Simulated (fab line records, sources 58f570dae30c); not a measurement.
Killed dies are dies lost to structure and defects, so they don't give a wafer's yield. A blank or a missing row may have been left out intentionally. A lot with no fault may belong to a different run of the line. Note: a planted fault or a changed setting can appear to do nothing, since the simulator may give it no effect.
The tool behind it: which one?	flow berkeley_cmos170	Sampling: 14 lots, 42 wafers, 3 of 331 route steps

== WHAT THE GAUGES SHOWED, per wafer ==
UCB170_V2_BOW_MEAS_03.
lot	measured	on	V2_BOW (um)
L224	day 8 06:41	film_metro-03	47 40 42
L226	day 9 00:55	film_metro-04	37 33 26
L227	day 9 01:16	film_metro-02	34 42 39
L228	day 9 01:56	film_metro-02	52 40 52
L225	day 9 02:53	film_metro-03	51 30 40
L229	day 9 17:47	film_metro-03	47 47 29
L230	day 10 02:20	film_metro-02	49 51 44
L231	day 10 07:01	film_metro-03	33 36 43
L233	day 10 17:58	film_metro-04	39 44 43
L235	day 10 20:18	film_metro-04	43 36 29
L238	day 11 11:11	film_metro-04	44 34 40
L242	day 12 17:39	film_metro-03	39 25 29
L244	day 12 18:28	film_metro-03	31 42 47
L245	day 13 08:16	film_metro-04	47 32 44

UCB170_M3_OVL_MEAS_16.
lot	measured	on	M3_OVL (nm)
L224	day 8 11:12	overlay-02	3 -1 -4
L226	day 9 05:25	overlay-02	7 5 3
L227	day 9 06:07	overlay-01	1 3 -2
L228	day 9 06:47	overlay-01	12 1 4
L225	day 9 07:34	overlay-01	-3 -5 4
L229	day 9 21:33	overlay-02	-5 -6 4
L230	day 10 09:38	overlay-02	-10 -11 -7
L231	day 10 12:34	overlay-02	3 -1 7
L233	day 10 22:14	overlay-01	-15 -10 -10
L235	day 11 00:44	overlay-01	-6 4 4
L238	day 11 15:45	overlay-01	6 4 7
L242	day 12 21:24	overlay-01	2 -1 0
L244	day 12 23:04	overlay-01	-7 -9 -2
L245	day 13 12:08	overlay-02	0 1 0

== WHAT TOOL EACH LOT RAN ON (gives the tool, then ch and the chambers of the sampled wafers, and finally the start) ==
lot	UCB170_M2_ETCH_17
L224	rie_diel-01 ch 1,2,3, day 8 05:40
L226	rie_diel-04 ch 0,2,3, day 8 23:57
L227	rie_diel-02 ch 1,2,3, day 9 00:18
L228	rie_diel-01 ch 0,2,3, day 9 00:57
L225	rie_diel-02 ch 2,3, day 9 01:55
L229	rie_diel-01 ch 0,1,3, day 9 16:49
L230	rie_diel-04 ch 0,3, day 10 01:22
L231	rie_diel-04 ch 0,1,3, day 10 03:50
L233	rie_diel-04 ch 0,1,2, day 10 17:00
L235	rie_diel-04 ch 1,3, day 10 18:25
L238	rie_diel-01 ch 1,2, day 11 10:12
L242	rie_diel-01 ch 0,1, day 12 16:40
L244	rie_diel-04 ch 0,2,3, day 12 17:31
L245	rie_diel-01 ch 0,2,3, day 13 07:14
- UCB170_M2_ETCH_17: etches BARC in N2/H2.

== AS READ BY THE TOOLS THEMSELVES (means over the sampled wafers that have a number; for cases with no such wafer, the mark the record gives instead) ==
UCB170_M2_ETCH_17.
lot	tool	chamber_pressure_mTorr (mTorr)	drypump_motor_current_A (A)	oes_product_au (a.u.)	throttle_valve_pct (%)
L224	rie_diel-01	30.020	5.0	0.991	13.28
L226	rie_diel-04	29.988	6.0	0.999	13.21
L227	rie_diel-02	30.028	5.6	0.984	13.22
L228	rie_diel-01	30.011	5.6	1.002	13.15
L225	rie_diel-02	29.981	5.4	0.995	13.24
L229	rie_diel-01	29.978	5.4	1.001	13.24
L230	rie_diel-04	30.022	6.0	0.982	13.18
L231	rie_diel-04	30.001	5.6	0.984	13.27
L233	rie_diel-04	30.013	6.1	1.009	13.22
L235	rie_diel-04	29.983	5.2	0.998	13.37
L238	rie_diel-01	30.009	5.3	0.992	13.18
L242	rie_diel-01	30.011	5.9	0.996	13.08
L244	rie_diel-04	30.007	6.0	0.993	13.20
L245	rie_diel-01	30.003	5.6	0.991	13.13

== THE ANSWER, worked out from the rows above alone ==
Rule: what is usual is taken from the lots themselves. Put in order of their means at a reading, lots are off if they are a third of the lots or fewer, leave a main group of 4 or more, and stand apart from it by a gap of 3 or more times the standard deviation of the main group's means; of several such gaps the widest counts. A main group is skipped when, at the precision printed for the reading in the tables above, its means are all equal. A lot without any number at a reading at which 4 lots or more have one is off too. The other lots that the step has rows for count as sound. The gauges are gone through in route order, then the tools' own readings, and for those a lot's mean is taken as printed above. The first step at which some lot is off is used, and at that step the reading that is off furthest; a lot without a number counts as furthest.
No lot is off on any of the readings shown, so nothing can be concluded from this.

== WHAT HAD BEEN PUT IN BY THE SIMULATOR ==
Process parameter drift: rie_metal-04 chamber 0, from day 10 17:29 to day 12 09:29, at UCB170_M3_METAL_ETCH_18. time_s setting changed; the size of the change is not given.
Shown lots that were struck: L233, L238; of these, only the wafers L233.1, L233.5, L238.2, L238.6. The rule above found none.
